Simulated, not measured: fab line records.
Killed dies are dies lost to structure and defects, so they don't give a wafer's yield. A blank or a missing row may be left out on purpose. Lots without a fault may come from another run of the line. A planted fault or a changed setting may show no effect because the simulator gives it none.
fab line records + flow berkeleyCmos170
record:
- lots: 7
- wafers: 21
- lastDay: 11
route steps=331 shown PVT@123 GATE@125 FIELD@126
lots that met no fault: taken from a fault-free run of the same line
startH: hours from the record's first day to the start of the lot's first wafer shown + waitH: time in hours since the lot's previous step + " unchanged from the row above + L1.1+2: a row that stands for several wafers + - no value, or no start was given + * or withheld: withheld + < > ~ a bound
route shown NAME@n: names a module that has steps shown in the file, with the first one's number in the route + usual: mean and standard deviation over wafers with no fault + same: alike in all rows + chamber/n: place in a boat + sites: each site's reading + _std_site: the standard deviation of these + _edge_site: inner sites' mean taken away from outer sites' mean + radiusMm: for every site, how far away it sits from the centre of the wafer + mask NAME#n: copy n + behind: the most recent tool/chamber to have shaped the wafer + hold: why the lot was held/for how many hours/how that ended + device: the n, p or np transistor that did not switch + end of line: at the end of the route, the tests of the same wafers + step lacking rows: just its recipe + killed: count of dies lost to structure and defects at first sort (not the wafer's yield) + map: dies across one wafer; x = killed, . = not, _ = none there
set.NAME: setting as actually run; set.NAME@STEP: the setting as run at that earlier step + model.NAME: the simulator's own value behind a step, which no gauge read
certain route steps with their lots: each step a table, each wafer a row
services: the hour from which a tool's chamber was out of use, counted from the record's first day as startH (under 0 if before that day), plus the number of hours and why
== steps ==
step: UCB170_PVT_STRIP_08
recipe:
- chemistry: O2
- powerW: 400
- pressureMtorr: 3500
- platenTempC: withheld
- o2FlowSccm: 400
- overashFraction: 0.5
usual:
- drypumpMotorCurrentA: 5.8/0.36
- oesProductAu: 0.734/0.0044
- stripTimeToEndpointS: 21.61/0.06
| lot.wafer | tool           | chamber | startH | waitH | drypumpMotorCurrentA | oesProductAu | rfHoursCounterH | stripTimeToEndpointS |
|-----------|----------------|---------|--------|-------|----------------------|--------------|-----------------|----------------------|
| L514.2    | plasmaAsher-01 | 0       | 119.53 | 0.1   | 6.2                  | 0.740        | 31              | 21.62                |
| L514.5    | "              | 1       | "      | "     | 5.5                  | 0.740        | -               | 21.62                |
| L514.6    | "              | 0       | "      | "     | 6.2                  | 0.740        | -               | 21.66                |
| L515.2    | plasmaAsher-01 | 0       | 138.28 | 0.1   | 6.2                  | 0.741        | 33              | 21.63                |
| L515.3    | "              | 0       | "      | "     | 6.2                  | 0.732        | -               | 21.63                |
| L515.5    | "              | 1       | "      | "     | 5.5                  | 0.739        | -               | 21.61                |
| L522.1    | plasmaAsher-01 | 1       | 165.21 | 0.1   | 5.5                  | 0.738        | 36              | 21.68                |
| L522.2    | "              | 0       | "      | "     | 6.2                  | 0.738        | 36              | 21.71                |
| L522.3    | "              | 1       | "      | "     | 5.5                  | 0.730        | -               | 21.68                |
| L521.3    | plasmaAsher-01 | 1       | 165.52 | 0.1   | 5.5                  | 0.737        | -               | 21.63                |
| L521.5    | "              | 0       | "      | "     | 6.2                  | 0.734        | -               | 21.58                |
| L521.6    | "              | 1       | "      | "     | 5.5                  | 0.733        | -               | 21.57                |
| L525.1    | plasmaAsher-03 | 0       | 175.86 | 0.1   | 5.8                  | 0.734        | 7               | 21.65                |
| L525.2    | "              | 1       | "      | "     | 5.5                  | 0.737        | 7               | 21.66                |
| L525.3    | "              | 0       | "      | "     | 5.8                  | 0.737        | -               | 21.68                |
| L529.1    | plasmaAsher-03 | 0       | 210.67 | 0.1   | 5.8                  | 0.739        | 10              | 21.63                |
| L529.2    | "              | 1       | "      | "     | 5.5                  | 0.733        | 10              | 21.58                |
| L529.4    | "              | 1       | "      | "     | 5.5                  | 0.727        | -               | 21.61                |
| L531.1    | plasmaAsher-01 | 0       | 222.49 | 0.1   | 6.2                  | 0.728        | 42              | 21.55                |
| L531.4    | "              | 0       | "      | "     | 6.2                  | 0.735        | -               | 21.62                |
| L531.6    | "              | 1       | "      | "     | 5.5                  | 0.737        | -               | 21.51                |
step: UCB170_PVT_TW_MEAS_09
usual:
- PVT_TW: 505/5.7
| lot.wafer | tool         | chamber | startH | waitH | PVT_TW |
|-----------|--------------|---------|--------|-------|--------|
| L514.2    | filmMetro-02 | -       | 119.64 | 0.1   | 514    |
| L514.5    | "            | -       | "      | "     | 512    |
| L514.6    | "            | -       | "      | "     | 513    |
| L515.2    | filmMetro-02 | -       | 138.39 | 0.1   | 510    |
| L515.3    | "            | -       | "      | "     | 511    |
| L515.5    | "            | -       | "      | "     | 513    |
| L522.1    | filmMetro-01 | -       | 165.31 | 0.1   | 498    |
| L522.2    | "            | -       | "      | "     | 500    |
| L522.3    | "            | -       | "      | "     | 500    |
| L521.3    | filmMetro-01 | -       | 165.61 | 0.1   | 502    |
| L521.5    | "            | -       | "      | "     | 500    |
| L521.6    | "            | -       | "      | "     | 495    |
| L525.1    | filmMetro-02 | -       | 175.96 | 0.1   | 507    |
| L525.2    | "            | -       | "      | "     | 510    |
| L525.3    | "            | -       | "      | "     | 508    |
| L529.1    | filmMetro-01 | -       | 210.77 | 0.1   | 501    |
| L529.2    | "            | -       | "      | "     | 496    |
| L529.4    | "            | -       | "      | "     | 498    |
| L531.1    | filmMetro-01 | -       | 222.59 | 0.1   | 501    |
| L531.4    | "            | -       | "      | "     | 500    |
| L531.6    | "            | -       | "      | "     | 500    |
step: UCB170_GATE_WET_ETCH_00
recipe:
- chemistry: dHF
- dilution: 25:1
- target: SiO2
- tempC: 25
- timeS: 200
step: UCB170_FIELD_THK_MEAS_91
recipe:
- reads: SiO2_of_FIELD_OXIDATION_01
usual:
- FIELD_OXIDE_LEFT_2_THK: 356/8.8
| lot.wafer | tool         | chamber | startH | waitH | FIELD_OXIDE_LEFT_2_THK[nm] |
|-----------|--------------|---------|--------|-------|----------------------------|
| L514.2    | filmMetro-02 | -       | 119.97 | 0.0   | 353                        |
| L514.5    | "            | -       | "      | "     | 348                        |
| L514.6    | "            | -       | "      | "     | 349                        |
| L515.2    | filmMetro-01 | -       | 138.84 | 0.0   | 339                        |
| L515.3    | "            | -       | "      | "     | 342                        |
| L515.5    | "            | -       | "      | "     | 352                        |
| L522.1    | filmMetro-02 | -       | 165.44 | 0.0   | 361                        |
| L522.2    | "            | -       | "      | "     | 363                        |
| L522.3    | "            | -       | "      | "     | 358                        |
| L521.3    | filmMetro-04 | -       | 165.81 | 0.0   | 360                        |
| L521.5    | "            | -       | "      | "     | 365                        |
| L521.6    | "            | -       | "      | "     | 366                        |
| L525.1    | filmMetro-02 | -       | 176.09 | 0.0   | 350                        |
| L525.2    | "            | -       | "      | "     | 363                        |
| L525.3    | "            | -       | "      | "     | 363                        |
| L529.1    | filmMetro-02 | -       | 210.89 | 0.0   | 356                        |
| L529.2    | "            | -       | "      | "     | 347                        |
| L529.4    | "            | -       | "      | "     | 352                        |
| L531.1    | filmMetro-04 | -       | 222.72 | 0.0   | 348                        |
| L531.4    | "            | -       | "      | "     | 348                        |
| L531.6    | "            | -       | "      | "     | 345                        |
step: UCB170_GATE_OXIDATION_01
recipe:
- tempC: 850
- ambient: O2
- targetThkA: 66
- oxTimeS: 1800
step: UCB170_GATE_THK_MEAS_02
recipe:
- reads: SiO2_of_GATE_OXIDATION_01
usual:
- GATE_OXIDE_THK: 6.64/0.11
| lot.wafer | tool         | chamber | startH | waitH | GATE_OXIDE_THK[nm] |
|-----------|--------------|---------|--------|-------|--------------------|
| L514.2    | filmMetro-04 | -       | 123.53 | 0.0   | 6.73               |
| L514.5    | "            | -       | "      | "     | 6.67               |
| L514.6    | "            | -       | "      | "     | 6.68               |
| L515.2    | filmMetro-04 | -       | 143.31 | 0.1   | 6.63               |
| L515.3    | "            | -       | "      | "     | 6.62               |
| L515.5    | "            | -       | "      | "     | 6.70               |
| L522.1    | filmMetro-04 | -       | 169.06 | 0.0   | 6.80               |
| L522.2    | "            | -       | "      | "     | 6.67               |
| L522.3    | "            | -       | "      | "     | 6.84               |
| L521.3    | filmMetro-01 | -       | 169.08 | 0.0   | 6.57               |
| L521.5    | "            | -       | "      | "     | 6.59               |
| L521.6    | "            | -       | "      | "     | 6.64               |
| L525.1    | filmMetro-01 | -       | 180.90 | 0.0   | 6.71               |
| L525.2    | "            | -       | "      | "     | 6.65               |
| L525.3    | "            | -       | "      | "     | 6.71               |
| L529.1    | filmMetro-04 | -       | 217.12 | 0.0   | 6.66               |
| L529.2    | "            | -       | "      | "     | 6.57               |
| L529.4    | "            | -       | "      | "     | 6.67               |
| L531.1    | filmMetro-04 | -       | 228.85 | 0.0   | 6.61               |
| L531.4    | "            | -       | "      | "     | 6.58               |
| L531.6    | "            | -       | "      | "     | 6.55               |
step: UCB170_GATE_ANNEAL_03
recipe:
- tempC: 900
- timeS: 1800
- ambient: N2
step: UCB170_GATE_CVD_04
recipe:
- material: poly-Si
- tempC: 610
- precursor: SiH4
- timeS: 1440
- pressureMtorr: 375
- targetThkNm: 214
- sih4FlowSccm: 120
step: UCB170_GATE_THK_MEAS_05
recipe:
- reads: poly-Si_of_GATE_CVD_04
usual:
- GATE_POLY_THK: 213.9/2.1
| lot.wafer | tool         | chamber | startH | waitH | GATE_POLY_THK[nm] |
|-----------|--------------|---------|--------|-------|-------------------|
| L514.2    | filmMetro-01 | -       | 131.22 | 0.0   | 212.2             |
| L514.5    | "            | -       | "      | "     | 212.5             |
| L514.6    | "            | -       | "      | "     | 212.8             |
| L515.2    | filmMetro-04 | -       | 151.40 | 0.0   | 212.5             |
| L515.3    | "            | -       | "      | "     | 214.3             |
| L515.5    | "            | -       | "      | "     | 215.1             |
| L522.1    | filmMetro-03 | -       | 178.79 | 0.0   | 212.9             |
| L522.2    | "            | -       | "      | "     | 212.1             |
| L522.3    | "            | -       | "      | "     | 214.3             |
| L521.3    | filmMetro-01 | -       | 178.81 | 0.0   | 211.4             |
| L521.5    | "            | -       | "      | "     | 211.5             |
| L521.6    | "            | -       | "      | "     | 211.4             |
| L525.1    | filmMetro-04 | -       | 188.48 | 0.0   | 212.2             |
| L525.2    | "            | -       | "      | "     | 214.1             |
| L525.3    | "            | -       | "      | "     | 213.8             |
| L529.1    | filmMetro-01 | -       | 223.55 | 0.0   | 213.6             |
| L529.2    | "            | -       | "      | "     | 212.5             |
| L529.4    | "            | -       | "      | "     | 212.5             |
| L531.1    | filmMetro-03 | -       | 236.04 | 0.0   | 216.7             |
| L531.4    | "            | -       | "      | "     | 216.5             |
| L531.6    | "            | -       | "      | "     | 219.3             |
step: UCB170_GATE_COAT_06
recipe:
- resist: BARC
- tempC: withheld
- timeS: withheld
- spinRpm: 3000
- resistThkNm: withheld
step: UCB170_GATE_COAT_07
recipe:
- resist: KrF
- spinRpm: 1500
- resistThkNm: 900
step: UCB170_GATE_SOFTBAKE_08
recipe:
- resist: KrF
- tempC: 130
- timeS: 60
step: UCB170_GATE_EXPOSE_09
recipe:
- maskId: POLY
- targetCdNm: 350
- na: 0.5
- sigmaOuter: 0.6
- sourceShape: conventional
- doseMj: 21
usual:
- exposureDoseMJCm2: 20.991/0.019
- focusOffsetNm: -0.1/0.63
| lot.wafer | tool          | chamber | startH | waitH | mask   | exposureDoseMJCm2 | focusOffsetNm |
|-----------|---------------|---------|--------|-------|--------|-------------------|---------------|
| L514.2    | krfScanner-01 | 0       | 132.23 | -     | POLY#0 | 21.000            | 0.4           |
| L514.5    | "             | 0       | "      | "     | POLY#0 | 20.977            | -0.1          |
| L514.6    | "             | 0       | "      | "     | POLY#0 | 20.981            | 0.2           |
| L515.2    | krfScanner-02 | 0       | 152.05 | -     | POLY#0 | 20.964            | 0.1           |
| L515.3    | "             | 0       | "      | "     | POLY#0 | 20.980            | -0.8          |
| L515.5    | "             | 0       | "      | "     | POLY#0 | 20.993            | -1.0          |
| L522.1    | krfScanner-01 | -       | 179.65 | -     | POLY#0 | -                 | -             |
| L522.2    | "             | -       | "      | "     | POLY#0 | -                 | -             |
| L522.3    | "             | -       | "      | "     | POLY#0 | -                 | -             |
| L521.3    | krfScanner-01 | -       | 179.80 | -     | POLY#0 | -                 | -             |
| L521.5    | "             | -       | "      | "     | POLY#0 | -                 | -             |
| L521.6    | "             | -       | "      | "     | POLY#0 | -                 | -             |
| L525.1    | krfScanner-02 | -       | 189.24 | -     | POLY#0 | -                 | -             |
| L525.2    | "             | -       | "      | "     | POLY#0 | -                 | -             |
| L525.3    | "             | -       | "      | "     | POLY#0 | -                 | -             |
| L529.1    | krfScanner-01 | 0       | 224.55 | -     | POLY#0 | 20.989            | 1.4           |
| L529.2    | "             | 0       | "      | "     | POLY#0 | 20.957            | 0.6           |
| L529.4    | "             | 0       | "      | "     | POLY#0 | 20.959            | 0.0           |
| L531.1    | krfScanner-01 | 0       | 236.55 | -     | POLY#0 | 20.981            | 0.3           |
| L531.4    | "             | 0       | "      | "     | POLY#0 | 20.983            | -0.3          |
| L531.6    | "             | 0       | "      | "     | POLY#0 | 20.972            | 0.1           |
step: UCB170_GATE_PEB_10
recipe:
- pebTempC: 130
- pebTimeS: withheld
- resist: KrF
== services ==
| tool           | chamber | startH | hours | kind        |
|----------------|---------|--------|-------|-------------|
| krfScanner-01  | -       | 102.34 | 1.5   | repair      |
| plasmaAsher-03 | -       | 108.81 | 9.0   | pm          |
| plasmaAsher-03 | 0       | 108.81 | 9.0   | ventCycle   |
| plasmaAsher-03 | 1       | 108.81 | 9.0   | ventCycle   |
| plasmaAsher-03 | 0       | 117.81 | -     | clean       |
| plasmaAsher-03 | 1       | 117.81 | -     | clean       |
| krfScanner-01  | -       | 123.75 | 0.2   | repair      |
| krfScanner-02  | -       | 131.13 | 1.0   | pm          |
| krfScanner-02  | -       | 144.84 | 3.6   | pm          |
| krfScanner-02  | 0       | 153.93 | -     | calibration |
| krfScanner-01  | -       | 155.49 | 1.0   | pm          |
| krfScanner-01  | 0       | 155.79 | -     | calibration |
| krfScanner-01  | -       | 157.32 | 0.6   | repair      |
| krfScanner-01  | -       | 166.84 | 1.3   | pm          |
| krfScanner-02  | -       | 175.65 | 8.2   | repair      |
| krfScanner-01  | -       | 207.24 | 0.8   | pm          |
| krfScanner-02  | -       | 213.20 | 0.8   | pm          |
| krfScanner-02  | -       | 214.33 | 1.3   | pm          |
| krfScanner-02  | -       | 216.35 | 0.4   | repair      |
| plasmaAsher-03 | -       | 218.62 | 8.3   | repair      |
| krfScanner-01  | -       | 219.01 | 0.8   | pm          |
== key ==
firstSign:
- step: UCB170_GATE_EXPOSE_09
- reading: toolRecord
- direction: missing
effect none on later readings
metAt UCB170_GATE_EXPOSE_09
struckWafers L521.3,L521.5,L521.6,L522.1,L522.2,L522.3,L525.1,L525.2,L525.3
laterRowsLeftOut L521.3,L521.5,L521.6,L522.1,L522.2,L522.3,L525.1,L525.2,L525.3
sortLeftOut L521.3,L521.5,L521.6,L522.1,L522.2,L522.3,L525.1,L525.2,L525.3
testerLeftOut L521,L522,L525
onsetBetween 152.05 179.65
fault:
- kind: skippedStepWhole
- tool: krfScanner-01,krfScanner-02
- chamber: -
- onsetH: 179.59
- steps: UCB170_GATE_EXPOSE_09
- scope: struckLotsOnly
testerLeftOut: of these lots the tester's yield and bins aren't shown, on N5 and GAA mostly nor the transistor test; their killed dies are dies lost to structure and defects alone, not to doping, threshold or leakage, so they don't give the yield
sortLeftOut: the simulated sort isn't trusted on such a fault, so these wafers' sort isn't shown, and their yield isn't known
laterRowsLeftOut: the simulator's readings of these wafers behind a module that went badly wrong aren't trusted and aren't shown, but for the sort
